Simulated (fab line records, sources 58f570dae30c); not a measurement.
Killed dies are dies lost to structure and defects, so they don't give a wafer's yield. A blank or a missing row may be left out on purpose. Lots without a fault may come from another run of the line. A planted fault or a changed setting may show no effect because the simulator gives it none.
A struck lot beside a sound one | flow berkeley_cmos170 | 26 steps out of a route of 331
Sound: wafers L648.3, L648.4, L648.5. Struck: wafers L653.1, L653.2, L653.3. The cause comes at the end.
At each step with rows: each side's tool, then ch and its chambers, then its first start. Under that, the readings that differ: sound wafers | struck wafers | difference of the means | sigmas: that difference in standard deviations of wafers without a fault.
alike: readings whose means differ by less than 2 such deviations, and words and numbers that are the same on both sides. not compared: withheld readings, readings that some wafer has no value for, bounds like >300 that may hide the same value, and numbers for which the record gives no deviation and whose values overlap.
The two part at a step that has a row with sigmas, a row that says differs or no value, or rows on one side only. Numbers that don't overlap but have no deviation are shown without sigmas and don't part them. A reading that every wafer of one side lacks parts them only if that side has two wafers or more.

first, 5 steps without rows for these wafers: UCB170_CONTACT_COAT_10 (resist thk 900 nm); UCB170_CONTACT_SOFTBAKE_11 (time 60 s); UCB170_CONTACT_EXPOSE_12 (exposes mask CONT, target cd 700 nm); UCB170_CONTACT_PEB_13; UCB170_CONTACT_DEVELOP_14 (develop time 45 s).
UCB170_CONTACT_CD_MEAS_15: target cd 700 nm.
  sound on cd_sem-02, day 6 18:49; struck on cd_sem-02, day 8 02:28
  reading    | sound             | struck            | difference | sigmas
  cd_nm (nm) | 701.3 701.4 702.1 | 697.3 699.3 698.3 | -3.3       | -2
UCB170_CONTACT_OVL_MEAS_16:
  sound on overlay-02, day 6 18:55; struck on overlay-01, day 8 02:35
  alike: CONTACT_OVL
UCB170_CONTACT_ETCH_17: etches BARC in N2/H2.
  sound on rie_diel-01 ch 0,1, day 6 18:56; struck on rie_diel-04 ch 0,2,3, day 8 02:38
  alike: drypump_motor_current_A, h2_flow_sccm, oes_product_au, throttle_valve_pct
UCB170_CONTACT_ETCH_18: etches PSG in CHF3/CF4/Ar, stops on TiSi2, target depth 840 nm, time 195 s.
  sound on rie_diel-01 ch 0,1; struck on rie_diel-04 ch 0,2,3
  alike: CHF3_flow_sccm, drypump_motor_current_A, oes_product_au, throttle_valve_pct
  not compared: rf_hours_counter_h
UCB170_CONTACT_STRIP_19: strips in O2.
  sound on plasma_asher-03 ch 0,1, day 6 19:08; struck on plasma_asher-03 ch 0,1, day 8 02:47
  alike: drypump_motor_current_A, oes_product_au
  not compared: rf_hours_counter_h
UCB170_CONTACT_CD_MEAS_90: target cd 700 nm.
  sound on cd_sem-01, day 6 19:14; struck on cd_sem-01, day 8 02:53
  reading    | sound             | struck            | difference | sigmas
  cd_nm (nm) | 700.6 701.3 702.2 | 696.6 697.6 698.1 | -3.9       | -3
then, 1 step without rows for these wafers: UCB170_CONTACT_CLEAN_20 (cleans in SPM, time 600 s).
UCB170_M1_SPUTTER_00: material Al, target thk 600 nm, time 80 s.
  sound on pvd_sputter-03, day 6 19:31; struck on pvd_sputter-01, day 8 03:27
  alike: throttle_valve_pct
UCB170_M1_RS_MEAS_01: measures by four-point-probe.
  sound on film_metro-03, day 6 19:37; struck on film_metro-04, day 8 03:31
  reading           | sound                | struck               | difference | sigmas
  M1_AL_RS (ohm/sq) | 0.0486 0.0477 0.0481 | 0.0237 0.0239 0.0236 | -0.0244    | -55
UCB170_M1_THK_MEAS_02: measures by xrf.
  sound on film_metro-03, day 6 19:43; struck on film_metro-04, day 8 03:38
  reading        | sound       | struck         | difference | sigmas
  M1_AL_THK (nm) | 602 615 606 | 1223 1219 1231 | +617       | +99 or more
then, 6 steps without rows for these wafers: UCB170_M1_COAT_03; UCB170_M1_COAT_04 (resist thk 900 nm); UCB170_M1_SOFTBAKE_05 (time 60 s); UCB170_M1_EXPOSE_06 (exposes mask METAL1, target cd 700 nm); UCB170_M1_PEB_07; UCB170_M1_DEVELOP_08 (develop time 45 s).
UCB170_M1_CD_MEAS_09: target cd 700 nm.
  sound on cd_sem-02, day 6 21:26; struck on cd_sem-02, day 8 04:58
  alike: cd_nm
UCB170_M1_OVL_MEAS_10:
  sound on overlay-01, day 6 21:32; struck on overlay-01, day 8 05:05
  alike: M1_OVL
UCB170_M1_ETCH_11: etches BARC in N2/H2.
  sound on rie_diel-03 ch 0,3, day 6 21:34; struck on rie_diel-01 ch 0,1,2, day 8 05:08
  alike: drypump_motor_current_A, h2_flow_sccm, oes_product_au, throttle_valve_pct
UCB170_M1_METAL_ETCH_12: etches Al in Cl2/BCl3, stops on PSG, target depth 780 nm, time 130 s.
  sound on rie_metal-03 ch 0,1, day 6 21:39; struck on rie_metal-04 ch 0, day 8 05:10
  reading                        | sound             | struck            | difference | sigmas
  oes_product_au (a.u.)          | 0.829 0.866 0.852 | 1.015 1.020 1.018 | +0.169     | +13
  model.etch.depth_nm (nm)       | 599.8 610.8 607.2 | 801.1 801 799     | +194.4     |
  model.M1.feature_depth_nm (nm) | 637 646.6 644     | 801.1 801 799     | +157.8     |
  alike: drypump_motor_current_A, throttle_valve_pct
  not compared: rf_hours_counter_h
UCB170_M1_STRIP_13: strips in O2.
  sound on plasma_asher-03 ch 0,1, day 6 21:46; struck on plasma_asher-04 ch 0,1, day 8 05:26
  alike: drypump_motor_current_A, oes_product_au
  not compared: rf_hours_counter_h

WHERE THEY PART
First at UCB170_CONTACT_CD_MEAS_15; last, within this record, at UCB170_M1_METAL_ETCH_12. Later steps at which nothing parts them and some readings are alike: UCB170_M1_STRIP_13.

WHY: what the simulator had put in
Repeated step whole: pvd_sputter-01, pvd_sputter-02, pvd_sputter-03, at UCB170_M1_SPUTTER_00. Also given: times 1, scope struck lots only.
